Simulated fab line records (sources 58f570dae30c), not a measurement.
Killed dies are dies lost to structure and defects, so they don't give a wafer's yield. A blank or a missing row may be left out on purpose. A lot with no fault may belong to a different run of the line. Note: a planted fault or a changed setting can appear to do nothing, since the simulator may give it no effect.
Comparing a struck lot with a sound one ; flow berkeley_cmos170 ; 14 out of 331 route steps
Sound: these wafers, L656.4, L656.5, L656.6. The struck wafers were L667.2, L667.4, L667.5. The cause is given at the end.
Each step with rows lists, per side, the tool, then ch with its chambers, then its first start. Under that, the readings that differ: sound wafers ; struck wafers ; difference of the means ; sigmas: that difference in standard deviations of wafers without a fault.
alike: readings whose means differ by less than 2 such deviations, and words and numbers that are the same on both sides. not compared: withheld readings, readings that some wafer has no value for, bounds like >300 that may hide the same value, and numbers for which the record gives no deviation and whose values overlap.
The two part at a step that has a row with sigmas, a row that says differs or no value, or rows on one side only. Numbers that have no deviation but don't overlap get no sigmas and don't part them. Lack of a reading on every wafer of one side parts them only where that side has two or more wafers.

first, 1 step without rows for these wafers: UCB170_NSD_DEVELOP_05 (develop time 45 s).
UCB170_NSD_CD_MEAS_06 targets a cd of 1200 nm.
  sound on cd_sem-02, day 7 15:26; struck on cd_sem-01, day 10 06:36
  alike: cd_nm
UCB170_NSD_OVL_MEAS_07:
  sound on overlay-01, day 7 15:31; struck on overlay-01, day 10 06:43
  alike: NSD_OVL
following that, these wafers have no rows for 1 step: UCB170_NSD_IMPLANT_08.
UCB170_NSD_STRIP_09: strips in O2.
  sound on plasma_asher-03 ch 0,1, day 7 15:43; struck on plasma_asher-03 ch 0,1, day 10 06:53
  alike: drypump_motor_current_A, oes_product_au, strip_time_to_endpoint_s
  not compared: rf_hours_counter_h
UCB170_NSD_TW_MEAS_10:
  sound on film_metro-04, day 7 15:49; struck on film_metro-03, day 10 07:00
  alike: NSD_TW
then, 4 steps without rows for these wafers: UCB170_NSD_CLEAN_11 (cleans in SPM, time 600 s); UCB170_BACKSIDE_HMDS_00 (prime time 60 s); UCB170_BACKSIDE_COAT_01 (resist thk 900 nm); UCB170_BACKSIDE_SOFTBAKE_02 (time 60 s).
UCB170_BACKSIDE_STRIP_03: strips in O2.
  sound on plasma_asher-02 ch 0,1, day 7 16:41; struck on plasma_asher-02 ch 0,1, day 10 08:05
  alike: drypump_motor_current_A, oes_product_au, strip_time_to_endpoint_s
  not compared: rf_hours_counter_h
then, 1 step without rows for these wafers: UCB170_BACKSIDE_CLEAN_04 (cleans in SPM, time 600 s).
UCB170_SDANNEAL_RTA_00: time 10 s.
  struck on rtp_anneal-02, day 10 08:23; sound on rtp_anneal-02 ch 0, day 7 16:58
  no value came back on the struck wafers for anneal_temp_c_max, chamber_o2_ppm, lamp_power_pct (%), wafer_temp_C_max; on the sound wafers anneal_temp_c_max reads 904.1 906.6 903.4
UCB170_SDANNEAL_RTA_01: time 5 s.
  sound on rtp_anneal-02 ch 0, day 7 17:02; struck on rtp_anneal-02 ch 0, day 10 08:26
  alike: anneal_temp_c_max, chamber_o2_ppm, wafer_temp_C_max

== WHERE THEY PART ==
Within this record, at UCB170_SDANNEAL_RTA_00 only. Later steps at which nothing parts them and some readings are alike: UCB170_SDANNEAL_RTA_01.

WHY: what had been put in by the simulator
Whole step skipped at UCB170_SDANNEAL_RTA_00 on rtp_anneal-02, starting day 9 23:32. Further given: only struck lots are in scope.
